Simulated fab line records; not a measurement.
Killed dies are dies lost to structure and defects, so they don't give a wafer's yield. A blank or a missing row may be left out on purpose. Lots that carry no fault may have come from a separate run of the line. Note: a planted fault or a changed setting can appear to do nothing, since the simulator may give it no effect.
Problem report in the 8D (eight disciplines) form, filled by code | flow berkeley cmos170 | the parts of the form that need people (team, actions taken, sign-off) are left out

1. PROBLEM STATEMENT
strip time to endpoint s at UCB170_V2_STRIP_15 reads a mean of 16.44 s on 6 wafers of 2 lots; wafers without a fault read 15.33 s with a standard deviation of 0.11. Relative to the usual mean, that is a shift of +10 standard deviations.
The step: strips in O2.
First seen on wafer L958.2, day 10 18:29, on plasma asher-04. At this step, 42 wafers from 14 lots have a number in the record. By rule, "out" or "out of limits" means more than 4 standard deviations away from the usual mean. The rest of the wafers with a number are treated as sound.

2. WHAT THIS IS AND IS NOT
question                    | is                       | is not
which readings at this step | strip time to endpoint s | drypump motor current A, oes product au
which lots                  | L958, L963               | L945, L946, L948, L949, L950, L953, L954, L955, L956, L957, L959, L968
which wafers of those lots  | all that have a number   | -
read on which tools         | plasma asher-04          | plasma asher-01, plasma asher-03
when                        | from day 10 18:29        | up to then (33 sound wafers); but 3 sound wafers of L968 came after

3. THE SUSPECTS, EACH WITH WHAT RULES IT OUT
Counting: a tool stays on the suspect list if, at a process step up to the reading, it processed all lots that are out and no sound lot following the first of them.
- rie diel-01 at UCB170_V2_ETCH_14 (etches SiO2 in CHF3/CF4/Ar, stops on Al, target depth 1250 nm, time 291 s): kept. It ran every lot that is out, first L958 (day 10 18:18), and no sound lot after that; its last sound lot up to then is L959 (day 10 17:35).
- plasma asher-04 at UCB170_V2_STRIP_15 (strips in O2): kept. It ran every lot that is out, first L958 (day 10 18:29), and no sound lot after that; its last sound lot up to then is L959 (day 10 17:47). Its own strip time to endpoint s readings are out on those wafers.
After counting, rie diel-01 at UCB170_V2_ETCH_14 and plasma asher-04 at UCB170_V2_STRIP_15 remain.

4. THE CAUSE (what the simulator had put in)
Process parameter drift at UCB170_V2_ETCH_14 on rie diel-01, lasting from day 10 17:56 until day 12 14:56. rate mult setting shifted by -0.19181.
Counting leaves 2 suspects; this tool is one of them.

5. THE EFFECT CHAIN, in route order
One row per reading whose mean, taken over the struck wafers that have a number, lies over 3 standard deviations from the usual. Scope: only readings with a usual standard deviation given in the record; hours: median across lots of the time from each lot's start at the first step in this table that gives one to its start at this step; sigmas: change in usual standard deviations.
hours | step               | reading                  | usual   | on struck wafers | change | sigmas
0     | UCB170_V2_STRIP_15 | strip time to endpoint s | 15.33 s | 16.44            | +1.11  | +10
It contains these process steps:
- UCB170_V2_STRIP_15: strips in O2.

6. WHAT WOULD HAVE CAUGHT IT SOONER
In this record the first reading out of limits was taken at day 10 18:29, 1 hour after the fault began at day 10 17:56.
An alarm limit of 4 standard deviations would not have fired on the tool readings at UCB170_V2_ETCH_14 for which the record gives a usual standard deviation, since none of them was out on any struck wafer.
L963, from the lots that are out (2), started UCB170_V2_ETCH_14 on rie diel-01 later than day 10 18:29. It would have been spared by a hold on the tool at that moment.
